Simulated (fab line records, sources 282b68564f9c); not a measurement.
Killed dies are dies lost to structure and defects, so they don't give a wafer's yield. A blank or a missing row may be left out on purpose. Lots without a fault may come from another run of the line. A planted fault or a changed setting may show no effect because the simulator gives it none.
Problem report in the 8D (eight disciplines) form, filled by code | flow rit_cmos | the parts of the form that need people (team, actions taken, sign-off) are left out

1. THE PROBLEM
PSD_RS at RIT_SDANNEAL_RS_MEAS_04 reads a mean of 120.33 ohm/sq on 6 wafers of 2 lots; wafers without a fault read 115.82 ohm/sq with a standard deviation of 0.29. That is +16 standard deviations from the usual mean.
The step: measures by four-point-probe.
First seen on wafer L226.2, day 5 18:58, on film_metro-01. The record holds 42 wafers of 14 lots with a number at this step. Rule for "out", or "out of limits": more than 4 standard deviations from the usual mean. The other wafers with a number count as sound.

2. WHAT IT IS AND WHAT IT IS NOT
question                    | is                           | is not
which readings at this step | PSD_RS                       | -
which lots                  | L226, L229                   | L215, L216, L217, L218, L220, L221, L222, L224, L231, L234, L235, L237
which wafers of those lots  | all that have a number       | -
read on which gauges        | film_metro-01, film_metro-03 | film_metro-04
when                        | from day 5 18:58             | up to then (24 sound wafers); but 12 sound wafers of L231, L234, L235, L237 came after

3. SUSPECTS, AND WHAT RULES EACH OUT
Counting: a tool at a process step up to the reading stays a suspect if it ran every lot that is out and no sound lot after the first of them.
- the gauge at RIT_SDANNEAL_RS_MEAS_04: ruled out. The wafers that are out were read on 2 gauges (film_metro-01, film_metro-03).
- implanter-03 at RIT_PSD_IMPLANT_08: kept. It ran every lot that is out, first L226 (day 5 18:10), and no sound lot after that; its last sound lot up to then is L220 (day 4 09:14). Its own readings are out on those wafers: beam_energy_keV.
Left after counting: implanter-03 at RIT_PSD_IMPLANT_08.

4. THE CAUSE (what the simulator had put in)
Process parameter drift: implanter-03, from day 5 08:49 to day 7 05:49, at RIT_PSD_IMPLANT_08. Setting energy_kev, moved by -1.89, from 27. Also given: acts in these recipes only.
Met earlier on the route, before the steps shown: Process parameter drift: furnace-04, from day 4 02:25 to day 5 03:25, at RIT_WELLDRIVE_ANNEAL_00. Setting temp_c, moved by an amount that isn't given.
Counting left only this tool.

5. THE CHAIN OF EFFECTS, in route order
Each row: a reading whose mean over the struck wafers that have a number lies more than 3 standard deviations from the usual. Only readings for which the record gives a usual standard deviation are gone through. hours: the time from each lot's start at the first step in this table that gives one to its start at this step, as a median over the lots. sigmas: the change in usual standard deviations.
hours | step                    | reading         | usual         | on struck wafers | change | sigmas
0     | RIT_PSD_IMPLANT_08      | beam_energy_keV | 26.999        | 25.110           | -1.889 | -99 or more
1     | RIT_SDANNEAL_RS_MEAS_04 | PSD_RS          | 115.82 ohm/sq | 120.33           | +4.52  | +16
The process steps in it:
- RIT_PSD_IMPLANT_08

6. WHAT WOULD HAVE CAUGHT IT SOONER
In this record the first reading out of limits at a measuring or inspecting step was taken at day 5 18:58, 10 hours after the fault began at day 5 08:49.
The tool's own readings at RIT_PSD_IMPLANT_08 were out on every struck wafer that the step has a row for (beam_energy_keV): an alarm limit on them would have fired on the first of those.
Of the lots that are out (2), L229 began RIT_PSD_IMPLANT_08 on implanter-03 after day 5 18:58. A hold on the tool at that time would have spared it.
